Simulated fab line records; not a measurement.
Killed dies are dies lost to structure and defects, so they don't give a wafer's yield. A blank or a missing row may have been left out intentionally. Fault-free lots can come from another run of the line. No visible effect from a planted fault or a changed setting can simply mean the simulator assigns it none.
A lot that was struck, set against a sound lot	flow ritCmos	14 steps out of a route of 202
Sound: wafers L215.4, L215.5, L215.6. Struck: wafers L225.2, L225.3, L225.5. The cause comes at the end.
Each step with rows lists, per side, the tool, then ch with its chambers, then its first start. Under that, the readings that differ: sound wafers	struck wafers	difference of the means	sigmas: that difference in standard deviations of wafers without a fault.
alike: same words and numbers on both sides, and readings whose means sit less than 2 such deviations apart. not compared: any withheld reading, any reading some wafer has no value for, any bound like >300 that may hide the same value, and any number with overlapping values for which the record gives no deviation.
The two part at a step that has a row with sigmas, a row that says differs or no value, or rows on one side only. Numbers that don't overlap but have no deviation are shown without sigmas and don't part them. Lack of a reading on every wafer of one side parts them only where that side has two or more wafers.

first, 3 steps without rows for these wafers: RIT_NSD_EXPOSE_03 (exposes mask M9, target cd 40700 nm); RIT_NSD_PEB_04; RIT_NSD_DEVELOP_05 (develop time 50 s).
RIT_NSD_OVL_MEAS_06:
  sound: overlay-01 at day 4 06:10; struck: overlay-02 at day 6 07:23
  alike: NSD_OVL
then, 2 steps without rows for these wafers: RIT_NSD_HARDBAKE_07 (time 60 s); RIT_NSD_IMPLANT_08.
RIT_NSD_STRIP_09: strips in O2, time 180 s.
  sound on plasmaAsher-01 ch 0,1, day 4 06:32; struck on plasmaAsher-03 ch 0, day 6 07:43
  alike: drypumpMotorCurrentA
  not compared: rfHoursCounterH
RIT_NSD_TW_MEAS_10:
  sound: filmMetro-02 at day 4 06:41; struck: filmMetro-02 at day 6 07:54
  alike: NSD_TW
then, 4 steps without rows for these wafers: RIT_PSD_HMDS_00 (prime time 60 s); RIT_PSD_COAT_01 (resist thk 1000 nm); RIT_PSD_SOFTBAKE_02 (time 60 s); RIT_PSD_EXPOSE_03 (exposes mask M10, target cd 40900 nm).
RIT_PSD_PEB_04:
  sound on lithoTrack-04 ch 0, day 4 07:22; struck on lithoTrack-02, day 6 08:44
reading	sound	struck	difference	sigmas
exhaustPa (Pa)	45.7 45.5 45.8	- - -	no value on the struck wafers	
  not compared: chillPlateTempC
then, 1 step without rows for these wafers: RIT_PSD_DEVELOP_05 (develop time 50 s).

## WHERE THEY PART
RIT_PSD_PEB_04 only, going by this record.

WHY: what the simulator had put in
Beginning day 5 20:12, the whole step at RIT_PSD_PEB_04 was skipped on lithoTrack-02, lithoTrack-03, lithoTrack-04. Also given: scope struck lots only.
